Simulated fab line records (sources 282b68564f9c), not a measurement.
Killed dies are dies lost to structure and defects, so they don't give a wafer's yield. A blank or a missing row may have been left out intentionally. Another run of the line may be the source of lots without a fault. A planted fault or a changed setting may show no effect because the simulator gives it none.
Struck lot and sound lot, side by side + flow rit_cmos + 17 steps out of a route of 202
Sound: wafers L775.2, L775.5, L775.6. The struck wafers were L783.1, L783.2, L783.6. The cause is given at the end.
Each step with rows lists, per side, the tool, then ch with its chambers, then its first start. Under that, the readings that differ: sound wafers + struck wafers + difference of the means + sigmas: that difference in standard deviations of wafers without a fault.
alike: words and numbers the same on both sides, and readings whose means are apart by under 2 such deviations; not compared: readings that were withheld, readings missing a value for some wafer, numbers with overlapping values and no deviation given by the record, and bounds like >300 which may hide the same value.
Wherever a step has rows on one side only, a row that says differs or no value, or a row with sigmas, the two part there. When numbers do not overlap yet have no deviation, they are printed without sigmas and do not part them. Lack of a reading on every wafer of one side parts them only where that side has two or more wafers.

first, 2 steps without rows for these wafers: RIT_NRETRO_HARDBAKE_07 (time 120 s); RIT_NRETRO_IMPLANT_08.
RIT_NRETRO_STRIP_09: strips in O2, time 180 s.
  sound on plasma_asher-02 ch 0,1, day 3 02:50; struck on plasma_asher-03 ch 0,1, day 4 17:58
  alike: chamber_pressure_mTorr, drypump_motor_current_A
  not compared: rf_hours_counter_h
RIT_NRETRO_TW_MEAS_10:
  sound: film_metro-01 at day 3 03:01; struck: film_metro-04 at day 4 18:08
  alike: NRETRO_TW
then, 6 steps without rows for these wafers: RIT_PRETRO_HMDS_00 (prime time 60 s); RIT_PRETRO_COAT_01 (resist thk 1300 nm); RIT_PRETRO_SOFTBAKE_02 (time 60 s); RIT_PRETRO_EXPOSE_03 (exposes mask M5, target cd 43700 nm); RIT_PRETRO_PEB_04; RIT_PRETRO_DEVELOP_05 (develop time 68 s).
RIT_PRETRO_OVL_MEAS_06:
  sound: overlay-01 at day 3 03:58; struck: overlay-01 at day 4 19:13
  alike: PRETRO_OVL
then, 1 step without rows for these wafers: RIT_PRETRO_HARDBAKE_07 (time 120 s).
RIT_PRETRO_IMPLANT_08:
  sound on implanter-04 ch 0, day 3 04:16; struck on implanter-01 ch 0, day 4 19:49
  alike: beam_energy_keV, beam_on_s, faraday_current_uA
RIT_PRETRO_STRIP_09: strips in O2, time 180 s.
  sound on plasma_asher-02 ch 0,1, day 3 04:23; struck on plasma_asher-01 ch 0,1, day 4 19:58
  alike: chamber_pressure_mTorr, drypump_motor_current_A
  not compared: rf_hours_counter_h
RIT_PRETRO_TW_MEAS_10:
  sound: film_metro-02 at day 3 04:34; struck: film_metro-01 at day 4 20:08
| reading   | sound             | struck            | difference | sigmas |
|-----------|-------------------|-------------------|------------|--------|
| PRETRO_TW | 473.2 473.9 471.3 | 589.5 587.2 589.1 | +115.8     | +39    |
then, 1 step without rows for these wafers: RIT_GATE_WET_ETCH_00 (etches SiO2 in BOE, target depth 56 nm, time 60 s).
RIT_M1_PROBE_99:
  the record has rows for the sound wafers here (prober-01, day 4 06:02) and none for the struck ones

== WHERE THEY PART ==
Last at RIT_M1_PROBE_99 as far as this record goes, first at RIT_PRETRO_TW_MEAS_10.

WHY: whatever the simulator had introduced
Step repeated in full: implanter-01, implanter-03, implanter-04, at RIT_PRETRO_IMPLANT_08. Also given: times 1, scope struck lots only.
